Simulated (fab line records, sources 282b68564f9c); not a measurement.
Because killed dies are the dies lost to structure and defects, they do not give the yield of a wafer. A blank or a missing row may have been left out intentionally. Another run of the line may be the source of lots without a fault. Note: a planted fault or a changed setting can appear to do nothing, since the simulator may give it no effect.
Problem report in the 8D (eight disciplines) form, filled by code	flow rit_cmos	the parts of the form that need people (team, actions taken, sign-off) are left out

## 1. WHAT WENT WRONG
Across 3 wafers from 2 lots, CONTACT_TEOS_THK at RIT_CONTACT_THK_MEAS_01 averages 350 nm, while fault-free wafers read 400 nm with a standard deviation of 4.8. Relative to the usual mean, that is a shift of -10 standard deviations.
Seen first at day 5 00:18 on film_metro-04, wafer L589.2. The record holds 42 wafers of 14 lots with a number at this step. By rule, "out" or "out of limits" means more than 4 standard deviations away from the usual mean. The other wafers with a number count as sound.

## 2. WHAT THIS IS AND IS NOT
question	is	is not
which readings at this step	CONTACT_TEOS_THK	-
which lots	L589, L592	L582, L583, L584, L585, L590, L596, L597, L599, L600, L602, L603, L605
which wafers of those lots	L589.2, L589.5, L592.1	L589.1, L592.2, L592.5
read on which gauges	film_metro-04	film_metro-01, film_metro-02
when	from day 5 00:18	up to then (13 sound wafers); but 26 sound wafers of L590, L592, L596, L597, L599, L600, L602, L603, L605 came after

## 3. WHAT RULES OUT EACH SUSPECT
Counting: a tool at a process step up to the reading stays a suspect if it ran every lot that is out. Sound lots after the first of them don't rule it out here, since some wafers of a struck lot are sound.
- the gauge at RIT_CONTACT_THK_MEAS_01: kept. All the wafers that are out were read on film_metro-04, and no step on other tools shows them out.
- pecvd-01 at RIT_CONTACT_CVD_00 (deposits SiO2 from TEOS, target thk 400 nm, time 61 s): kept. It processed each lot that is out (first: L589, day 5 00:15); up to then, its last sound lot is L583 (day 3 20:10).
- Within pecvd-01 at RIT_CONTACT_CVD_00: the wafers that are out ran in chamber 2; their sound lot-mates ran in chambers 0, 1.
Left after counting: pecvd-01 at RIT_CONTACT_CVD_00, film_metro-04 at RIT_CONTACT_THK_MEAS_01.

## 4. THE CAUSE (what the simulator had put in)
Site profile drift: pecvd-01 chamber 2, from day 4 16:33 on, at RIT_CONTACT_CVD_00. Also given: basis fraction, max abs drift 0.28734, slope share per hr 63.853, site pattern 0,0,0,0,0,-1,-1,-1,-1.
After counting, 2 suspects remain, this tool included.

## 5. THE CHAIN OF EFFECTS, in route order
Each row: a reading where the mean over the struck wafers with a number is more than 3 standard deviations away from the usual. Only readings whose record carries a usual standard deviation are examined. hours: median over the lots of the time between each lot's start at the first step of this table that gives one and its start at this step. sigmas: the change, counted in usual standard deviations.
hours	step	reading	usual	on struck wafers	change	sigmas
0	RIT_CONTACT_THK_MEAS_01	CONTACT_TEOS_THK	400 nm	350	-50	-10

## 6. WHAT WOULD HAVE CAUGHT IT SOONER
The first out-of-limits reading at a measuring or inspecting step in this record came at day 5 00:18, 8 hours after the fault's start at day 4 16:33.
Tool readings at RIT_CONTACT_CVD_00 with a usual standard deviation given in the record: none out on any struck wafer, hence no alarm at a limit of 4 standard deviations on them.
L592, from the lots that are out (2), started RIT_CONTACT_CVD_00 on pecvd-01 later than day 5 00:18. Putting the tool on hold at that point would have spared it.
